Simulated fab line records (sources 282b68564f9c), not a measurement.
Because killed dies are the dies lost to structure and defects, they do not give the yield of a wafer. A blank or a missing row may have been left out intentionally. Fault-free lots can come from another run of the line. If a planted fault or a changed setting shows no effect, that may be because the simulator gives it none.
Comparing a struck lot with a sound one + flow rit-cmos + 14 steps out of a route of 202
Sound: these wafers, L883.2, L883.4, L883.5. Wafers L898.2, L898.3, L898.5 were the ones struck. Last of all comes the cause.
Each step with rows lists, per side, the tool, then ch with its chambers, then its first start. Under that, the readings that differ: sound wafers + struck wafers + difference of the means + sigmas: that difference in standard deviations of wafers without a fault.
alike: words and numbers the same on both sides, and readings whose means are apart by under 2 such deviations; not compared: readings that were withheld, readings missing a value for some wafer, numbers with overlapping values and no deviation given by the record, and bounds like >300 which may hide the same value.
A row with sigmas, a row that says differs or no value, or rows on one side alone: a step with any of these is where the two part. Numbers that have no deviation but don't overlap get no sigmas and don't part them. A reading that every wafer of one side lacks parts them only if that side has two wafers or more.

RIT_GATE_STRIP_20: strips in O2, time 180 s.
  sound on plasma-asher-03 ch 0, day 3 17:42; struck on plasma-asher-01 ch 0,1, day 7 15:22
  alike: drypump-motor-current-A
  not compared: rf-hours-counter-h
RIT_GATE_CD_MEAS_90 targets a cd of 150 nm.
  sound on cd-sem-02, day 3 17:53; struck on cd-sem-02, day 7 15:34
  alike: cd-nm
then, 4 steps without rows for these wafers: RIT_REOX_CLEAN_00 (cleans in SC1, time 600 s); RIT_REOX_CLEAN_01 (cleans in dHF, time 30 s); RIT_REOX_CLEAN_02 (cleans in SC2, time 600 s); RIT_REOX_OXIDATION_03 (target thk 25.2 nm, ox time 5580 s).
RIT_REOX_THK_MEAS_04:
  sound on film-metro-01, day 3 23:37; struck on film-metro-01, day 7 19:59
  alike: REOX_OXIDE_THK
then, 5 steps without rows for these wafers: RIT_NLDD_HMDS_00 (prime time 60 s); RIT_NLDD_COAT_01 (resist thk 1000 nm); RIT_NLDD_SOFTBAKE_02 (time 60 s); RIT_NLDD_EXPOSE_03 (exposes mask M7, target cd 40700 nm); RIT_NLDD_PEB_04.
RIT_NLDD_DEVELOP_05: develop time 50 s.
  sound on litho-track-01 ch 0, day 4 00:00; struck on litho-track-02, day 7 21:00
  no value came back on the struck wafers for chill-plate-temp-C (C), develop-time-s (s); on the sound wafers chill-plate-temp-C (C) reads 22.96 23.04 23.19
RIT_NLDD_OVL_MEAS_06:
  sound on overlay-01, day 4 00:32; struck on overlay-02, day 7 21:10
| reading       | sound        | struck | difference                    | sigmas |
|---------------|--------------|--------|-------------------------------|--------|
| NLDD_OVL (nm) | 1.0 -0.5 3.5 | - - -  | no value on the struck wafers |        |

== WHERE THEY PART ==
First at RIT_NLDD_DEVELOP_05; last, within this record, at RIT_NLDD_OVL_MEAS_06.

WHY: what the simulator had put in
Whole step skipped at RIT_NLDD_DEVELOP_05 on litho-track-02, starting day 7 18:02. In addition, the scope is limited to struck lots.
